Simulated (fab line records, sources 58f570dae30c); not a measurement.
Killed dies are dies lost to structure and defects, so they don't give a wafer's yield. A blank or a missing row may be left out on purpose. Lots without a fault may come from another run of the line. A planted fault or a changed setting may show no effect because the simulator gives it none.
Split-lot experiment | flow berkeley_cmos170 | 5 lots, 23 wafers read, on a route of 331 steps

THE SPLIT
At UCB170_GATE_EXPOSE_09 (exposes mask POLY, target cd 350 nm), the setting dose_mj was moved away from the recipe's 21 on 8 of the 23 wafers read, by -6.7% to +3.5%. The other wafers ran this setting at the recipe's value.

FROM THE SPLIT TO THE READING: what the file shows between them, 6 steps
- UCB170_GATE_PEB_10
- UCB170_GATE_DEVELOP_11: develop time 45 s
- UCB170_GATE_CD_MEAS_12: target cd 350 nm
- UCB170_GATE_ETCH_14: etches BARC in N2/H2
- UCB170_GATE_ETCH_15: etches poly-Si in HBr/Cl2, stops on SiO2, time 56.3 s, target depth 278.2 nm
- UCB170_GATE_STRIP_16: strips in O2

THE READING
cd_nm, in nm, at UCB170_GATE_CD_MEAS_90 (target cd 350 nm). Fault-free wafers of this fab line usually give 350.7 nm, standard deviation 1.6 nm.

wafer  | tool, chamber at the split | dose_mj as run | against the recipe | cd_nm, nm | against lot-mates on the recipe
L077.1 | krf_scanner-02, 0          | 21.74          | +3.5%              | 346.2     | -4.4
L077.3 | krf_scanner-02, 0          | 21.74          | +3.5%              | 343.8     | -6.8
L077.4 | krf_scanner-02, 0          | 21.74          | +3.5%              | 343.5     | -7.1
L077.5 | krf_scanner-02, 0          | 21             | recipe             | 350.5     | -
L077.6 | krf_scanner-02, 0          | 21             | recipe             | 350.6     | -
L079.1 | krf_scanner-01, 0          | 21             | recipe             | 348.5     | -
L079.2 | krf_scanner-01, 0          | 21             | recipe             | 348.6     | -
L079.3 | krf_scanner-01, 0          | 21             | recipe             | 349.7     | -
L079.4 | krf_scanner-01, 0          | 21             | recipe             | 350.1     | -
L079.5 | krf_scanner-01, 0          | 21             | recipe             | 349.2     | -
L078.1 | krf_scanner-01, 0          | 21             | recipe             | 353.0     | -
L078.3 | krf_scanner-01, 0          | 21             | recipe             | 352.8     | -
L078.4 | krf_scanner-01, 0          | 20.17          | -4.0%              | 360.4     | +7.5
L078.5 | krf_scanner-01, 0          | 20.17          | -4.0%              | 359.9     | +7.0
L078.6 | krf_scanner-01, 0          | 20.17          | -4.0%              | 358.8     | +5.9
L081.1 | krf_scanner-01, 0          | 21             | recipe             | 350.0     | -
L081.3 | krf_scanner-01, 0          | 21             | recipe             | 350.4     | -
L081.6 | krf_scanner-01, 0          | 21             | recipe             | 350.1     | -
L083.1 | krf_scanner-02, 0          | 21             | recipe             | 349.4     | -
L083.3 | krf_scanner-02, 0          | 19.59          | -6.7%              | 363.4     | +13.6
L083.4 | krf_scanner-02, 0          | 21             | recipe             | 350.0     | -
L083.5 | krf_scanner-02, 0          | 19.59          | -6.7%              | 360.9     | +11.1
L083.6 | krf_scanner-02, 0          | 21             | recipe             | 350.1     | -

THE FIT
A straight line over all 23 wafers: cd_nm changes by -1.89 nm for each +1% of dose_mj; r = -0.96; the points scatter about the line by 1.5 nm.
The same after taking each lot's own level away (the mean of its wafers on the recipe; 23 wafers): -1.78 nm for each +1%; r = -0.99; scatter 0.75 nm.
On that fit, the largest move of dose_mj shifts the reading by 12 nm.
The lots' own levels span 349.22 to 352.90 nm, that is 2.3 times the standard deviation above.
So the lot-to-lot level changes the slope little: the two slopes agree.
Check: with one of the wafers moved furthest among these (-6.7%) left out of the fit, the line predicts +11.4 nm for it against its lot-mates. It came out at +13.6 nm against them.

OTHER SPLITS ON THESE WAFERS
These wafers also went through other splits before the reading. Each is held against what the fit with the lots' levels taken away leaves over:
other split on the same wafers         | wafers away from the commonest value | r with cd_nm (lot level and that fit taken away)
UCB170_SACOX_OXIDATION_01 temp_c       | 15                                   | -0.02
UCB170_SCREENOX_OXIDATION_01 ox_time_s | 18                                   | -0.10
UCB170_NVT_IMPLANT_07 dose_cm2         | 4                                    | -0.03
UCB170_PVT_IMPLANT_07 dose_cm2         | 4                                    | +0.30

THE WHOLE CHAIN: every reading that the file lists as answering this split, in the file's order
step                   | what it does                                                                 | reading                                                     | change (the file's fit)              | r (the file's)
UCB170_GATE_CD_MEAS_12 | target cd 350 nm                                                             | cd_nm                                                       | -1.72 nm for each +1% of the setting | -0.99
UCB170_GATE_ETCH_15    | etches poly-Si in HBr/Cl2, stops on SiO2, time 56.3 s, target depth 278.2 nm | GATE.cd_nm (the simulator's own value, which no gauge read) | -1.79 nm for each +1% of the setting | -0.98
UCB170_GATE_CD_MEAS_90 | target cd 350 nm                                                             | cd_nm                                                       | -1.79 nm for each +1% of the setting | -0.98

THE FILE'S OWN FIT
cd_nm changes by -1.79 nm for each +1% of dose_mj, r = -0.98.
